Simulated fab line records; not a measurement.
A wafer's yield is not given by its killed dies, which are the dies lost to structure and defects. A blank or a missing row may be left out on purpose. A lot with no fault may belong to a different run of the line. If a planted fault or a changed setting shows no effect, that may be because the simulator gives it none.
A struck lot beside a sound one	flow rit_cmos	14 steps out of a route of 202
Sound: the wafers L520.2, L520.3, L520.5. Wafers L528.1, L528.3, L528.4 were the ones struck. Last of all comes the cause.
Order at every step that has rows: each side's tool, ch and its chambers, its first start. Under that, the readings that differ: sound wafers	struck wafers	difference of the means	sigmas: that difference in standard deviations of wafers without a fault.
alike: words and numbers the same on both sides, and readings whose means are apart by under 2 such deviations; not compared: readings that were withheld, readings missing a value for some wafer, numbers with overlapping values and no deviation given by the record, and bounds like >300 which may hide the same value.
Wherever a step has rows on one side only, a row that says differs or no value, or a row with sigmas, the two part there. Numbers that have no deviation but don't overlap get no sigmas and don't part them. A reading missing from all wafers of one side parts the sides only when that side holds two or more wafers.

RIT_SILICIDE_RS_MEAS_02: the measuring method here is four-point-probe.
  struck on film_metro-01, day 5 00:58; sound on film_metro-02, day 3 12:58
  alike: SILICIDE_TI_RS
RIT_SILICIDE_THK_MEAS_03: measures by xrf.
  struck on film_metro-01, day 5 01:05; sound on film_metro-02, day 3 13:05
  alike: SILICIDE_TI_THK
RIT_SILICIDE_RTA_04: time 10 s, ramp up 5 s, ramp down 5 s.
  sound on rtp_anneal-01 ch 0, day 3 13:09; struck on rtp_anneal-01 ch 0, day 5 01:09
  alike: wafer_temp_C_max
then, 1 step without rows for these wafers: RIT_SILICIDE_WET_ETCH_05 (etches Ti in SPM, time 120 s).
RIT_SILICIDE_RTA_06: time 10 s, ramp up 5 s, ramp down 10 s.
  sound on rtp_anneal-02 ch 0, day 3 13:19; struck on rtp_anneal-02 ch 0, day 5 01:16
  alike: wafer_temp_C_max
RIT_CONTACT_CVD_00: deposits SiO2 from TEOS, target thk 400 nm, time 61 s.
  sound on pecvd-02 ch 1,2, day 3 13:22; struck on pecvd-02 ch 1,2, day 5 01:20
  alike: heater_power_w, susceptor_temp_C
RIT_CONTACT_THK_MEAS_01:
  struck on film_metro-03, day 5 01:23; sound on film_metro-03, day 3 13:26
  alike: CONTACT_TEOS_THK
then, 5 steps without rows for these wafers: RIT_CONTACT_HMDS_02 (prime time 60 s); RIT_CONTACT_COAT_03 (resist thk 1000 nm); RIT_CONTACT_SOFTBAKE_04 (time 60 s); RIT_CONTACT_EXPOSE_05 (exposes mask M11, target cd 1000 nm); RIT_CONTACT_PEB_06.
RIT_CONTACT_DEVELOP_07: develop time 120 s.
  sound on litho_track-03 ch 0, day 3 14:00; struck on litho_track-03, day 5 02:00
  no value came back on the struck wafers for chill_plate_temp_C (C), develop_time_s (s), resist_line_temp_C (C); on the sound wafers chill_plate_temp_C (C) reads 23.20 23.16 23.03
RIT_CONTACT_CD_MEAS_08: target cd 1000 nm.
  struck on cd_sem-02, day 5 02:32; sound on cd_sem-01, day 3 14:35
reading	sound	struck	difference	sigmas
cd_nm (nm)	1003.3 1003.8 1003.3	- - -	no value on the struck wafers	

== WHERE THEY PART ==
Last at RIT_CONTACT_CD_MEAS_08 as far as this record goes, first at RIT_CONTACT_DEVELOP_07.

WHY: the cause the simulator had injected
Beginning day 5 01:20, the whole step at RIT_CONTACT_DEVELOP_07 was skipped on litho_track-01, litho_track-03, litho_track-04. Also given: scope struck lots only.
